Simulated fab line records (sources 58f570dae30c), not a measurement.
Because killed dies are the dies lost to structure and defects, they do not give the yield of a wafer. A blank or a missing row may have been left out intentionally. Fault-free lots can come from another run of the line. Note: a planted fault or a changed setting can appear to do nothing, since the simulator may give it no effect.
A lot that was struck, set against a sound lot + flow berkeley cmos170 + 15 out of 331 route steps
Sound: these wafers, L835.2, L835.3, L835.4. Struck: wafers L851.1, L851.4, L851.5. The cause is given at the end.
Each step with rows lists, per side, the tool, then ch with its chambers, then its first start. Under that, the readings that differ: sound wafers + struck wafers + difference of the means + sigmas: that difference in standard deviations of wafers without a fault.
alike: readings whose means differ by less than 2 such deviations, and words and numbers that are the same on both sides. not compared: withheld readings, readings that some wafer has no value for, bounds like >300 that may hide the same value, and numbers for which the record gives no deviation and whose values overlap.
Wherever a step has rows on one side only, a row that says differs or no value, or a row with sigmas, the two part there. Non-overlapping numbers with no deviation appear without sigmas and do not part them. A reading that every wafer of one side lacks parts them only if that side has two wafers or more.

first, 5 steps without rows for these wafers: UCB170_NLDD_COAT_01 (resist thk 900 nm); UCB170_NLDD_SOFTBAKE_02 (time 60 s); UCB170_NLDD_EXPOSE_03 (exposes mask NSELECT, target cd 1200 nm); UCB170_NLDD_PEB_04; UCB170_NLDD_DEVELOP_05 (develop time 45 s).
UCB170_NLDD_CD_MEAS_06: the cd target is 1200 nm.
  struck on cd sem-02, day 9 15:51; sound on cd sem-01, day 6 14:04
| reading    | sound                | struck               | difference | sigmas |
|------------|----------------------|----------------------|------------|--------|
| cd nm (nm) | 1201.0 1201.6 1201.5 | 1198.2 1198.8 1198.9 | -2.7       | -2     |
UCB170_NLDD_OVL_MEAS_07:
  struck on overlay-01, day 9 15:58; sound on overlay-02, day 6 14:10
  alike: NLDD_OVL
then, 2 steps without rows for these wafers: UCB170_NLDD_IMPLANT_08; UCB170_NLDD_IMPLANT_09.
UCB170_NLDD_STRIP_10: strips in O2.
  sound on plasma asher-01 ch 0,1, day 6 14:30; struck on plasma asher-04 ch 0,1, day 9 16:18
  alike: drypump motor current A, oes product au, strip time to endpoint s
  not compared: rf hours counter h
UCB170_NLDD_TW_MEAS_11:
  struck on film metro-04, day 9 16:24; sound on film metro-03, day 6 14:37
  alike: NLDD_TW
then, 1 step without rows for these wafers: UCB170_NLDD_CLEAN_12 (cleans in SPM, time 600 s).
UCB170_SPACER_CVD_00: deposits SiO2 from TEOS/O2, target thk 376 nm, time 48.07 s.
  sound on pecvd-01 ch 0,1,2, day 6 17:44; struck on pecvd-01 ch 0,1,2, day 9 16:38
  no value came back on the struck wafers for heater power w (W), pressure mtorr (mTorr); on the sound wafers heater power w (W) reads 232 305 363
then, 1 step without rows for these wafers: UCB170_SPACER_ANNEAL_02 (time 1800 s).
UCB170_SPACER_ETCHBACK_03: etches SiO2 in CHF3/CF4/Ar, stops on Si, target depth 376 nm, time 100 s.
  sound on rie diel-04 ch 1,2,3, day 6 22:14; struck on rie diel-03 ch 0,1,3, day 9 19:49
  alike: drypump motor current A, mfc ar sccm, oes product au, throttle valve pct
  not compared: rf hours counter h, model.etch.depth nm

## WHERE THEY PART
First at UCB170_NLDD_CD_MEAS_06; last, within this record, at UCB170_SPACER_CVD_00. Later steps at which nothing parts them and some readings are alike: UCB170_SPACER_ETCHBACK_03.

WHY: what had been put in by the simulator
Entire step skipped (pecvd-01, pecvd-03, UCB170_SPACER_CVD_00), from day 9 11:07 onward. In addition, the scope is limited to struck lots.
